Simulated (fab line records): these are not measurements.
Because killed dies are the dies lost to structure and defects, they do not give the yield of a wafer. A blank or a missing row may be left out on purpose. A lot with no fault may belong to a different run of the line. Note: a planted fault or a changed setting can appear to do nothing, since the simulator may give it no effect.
Which tool did it? -- flow rit_cmos -- 14 lots with 42 wafers sampled at 3 steps, on a route of 202 steps

## WHAT THE GAUGES READ, wafer by wafer
RIT_PWELL_TW_MEAS_10.
lot,measured,on,PWELL_TW
L850,day 1 23:05,film_metro-04,958 953 953
L851,day 2 05:10,film_metro-01,929 931 928
L852,day 2 12:42,film_metro-02,950 954 949
L853,day 2 16:48,film_metro-04,950 955 953
L854,day 2 23:57,film_metro-02,949 958 954
L856,day 3 06:05,film_metro-04,954 950 954
L857,day 3 11:02,film_metro-04,957 959 962
L858,day 3 20:49,film_metro-02,961 961 956
L859,day 4 00:53,film_metro-01,930 935 931
L860,day 4 01:54,film_metro-01,929 927 929
L868,day 5 18:47,film_metro-02,1066 1063 1058 1065 1060 1067
L869,day 5 22:16,film_metro-01,1039 1036 1041 1039 1041 1038
L870,day 6 04:07,film_metro-02,952 947 949
L872,day 6 17:07,film_metro-04,958 959 952

RIT_WELLDRIVE_RS_MEAS_02: uses a four-point probe to measure.
lot,measured,on,PWELL_RS (ohm/sq)
L850,day 2 04:32,film_metro-01,428.1 428.0 430.0
L851,day 2 11:23,film_metro-01,430.5 430.1 429.4
L852,day 2 18:01,film_metro-01,430.2 427.2 429.5
L853,day 2 23:18,film_metro-04,430.0 429.2 427.7
L854,day 3 05:23,film_metro-04,428.5 427.8 429.2
L856,day 3 12:58,film_metro-04,428.2 430.1 429.9
L857,day 3 18:07,film_metro-02,428.6 428.8 429.1
L858,day 4 02:08,film_metro-02,426.3 426.2 428.3
L859,day 4 07:46,film_metro-01,429.3 428.9 431.7
L860,day 4 07:47,film_metro-04,431.0 428.9 430.9
L868,day 6 05:07,film_metro-04,345.1 345.7 345.8 345.6 346.5 346.3
L869,day 6 12:42,film_metro-01,345.5 345.5 346.8 346.3 346.6 346.2
L870,day 6 11:03,film_metro-01,428.5 427.9 427.8
L872,day 6 23:11,film_metro-02,427.7 428.7 428.1

## TOOL THAT RAN EACH LOT (tool first, then ch and the chambers of the sampled wafers, then the start)
lot,RIT_PWELL_IMPLANT_08
L850,"implanter-02 ch 0, day 1 22:48"
L851,"implanter-02 ch 0, day 2 04:52"
L852,"implanter-03 ch 0, day 2 12:23"
L853,"implanter-02 ch 0, day 2 16:29"
L854,"implanter-03 ch 0, day 2 23:40"
L856,"implanter-04 ch 0, day 3 05:46"
L857,"implanter-04 ch 0, day 3 10:44"
L858,"implanter-04 ch 0, day 3 20:31"
L859,"implanter-02 ch 0, day 4 00:34"
L860,"implanter-03 ch 0, day 4 01:35"
L868,"implanter-04 ch 0, day 5 18:28"
L869,"implanter-04 ch 0, day 5 21:58"
L870,"implanter-03 ch 0, day 6 03:47"
L872,"implanter-02 ch 0, day 6 16:47"
- RIT_PWELL_IMPLANT_08

## WHAT THE TOOLS THEMSELVES READ (means of the sampled wafers that have a number; where no wafer has one, the mark that the record gives instead)
RIT_PWELL_IMPLANT_08.
lot,tool,dose_ions_cm2,end_station_pressure_torr (Torr),faraday_current_uA
L850,implanter-02,7e+13,4.84e-06,224
L851,implanter-02,7e+13,4.97e-06,219
L852,implanter-03,7e+13,5.19e-06,225
L853,implanter-02,7e+13,5.07e-06,219
L854,implanter-03,7e+13,5.60e-06,225
L856,implanter-04,7e+13,5.12e-06,218
L857,implanter-04,7e+13,5.03e-06,225
L858,implanter-04,7e+13,5.20e-06,223
L859,implanter-02,7e+13,5.19e-06,223
L860,implanter-03,7e+13,5.46e-06,220
L868,implanter-04,1e+14,5.25e-06,313
L869,implanter-04,1e+14,5.41e-06,315
L870,implanter-03,7e+13,5.16e-06,218
L872,implanter-02,7e+13,5.29e-06,222

## THE ANSWER, worked out from the rows above alone
Rule: what is usual is taken from the lots themselves. Put in order of their means at a reading, lots are off if they are a third of the lots or fewer, leave a main group of 4 or more, and stand apart from it by a gap of 3 or more times the standard deviation of the main group's means; of several such gaps the widest counts. If all means in a main group match to the digits the tables above print for the reading, that group is not used. Also off: a lot with no number at a reading for which 4 or more lots have one. Where the step has rows for the other lots, those lots are counted as sound. First the gauges in route order, then the tools' own readings, where a lot's mean is used as printed above. At the first step where some lot is off, the reading lying furthest off is the one used; lots without a number count as furthest.
Off: L868, L869, at RIT_PWELL_TW_MEAS_10 (PWELL_TW). The main group has a mean of 948 with a standard deviation of 11.
A tool fits if, at a process step before that reading, it ran every lot that is off, and no sound lot after the first of them. Not tried: the gauges at RIT_PWELL_TW_MEAS_10; whatever is off there is also off at RIT_PWELL_IMPLANT_08, on other tools, and gauge error can't account for it. One candidate fits, namely implanter-04 at RIT_PWELL_IMPLANT_08. Its last sound lot is L858 (day 3 20:31), its first lot that is off L868 (day 5 18:28): a fault that began between those two fits.
The tool's own readings at RIT_PWELL_IMPLANT_08 bear it out: on the lots that are off they differ by more than 5 times the standard deviation of the sound lots' means. dose_ions_cm2 reads 1e+14 there against 7e+13 on the sound lots; faraday_current_uA reads 314 there against 222 on the sound lots.

## WHAT HAD BEEN PUT IN BY THE SIMULATOR
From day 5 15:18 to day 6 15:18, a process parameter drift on implanter-04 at RIT_PWELL_IMPLANT_08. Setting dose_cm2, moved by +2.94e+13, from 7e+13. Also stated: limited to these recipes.
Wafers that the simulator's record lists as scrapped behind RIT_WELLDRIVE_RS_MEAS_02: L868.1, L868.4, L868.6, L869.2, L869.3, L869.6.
Struck lots among those shown: L868, L869. The rule above found the same.
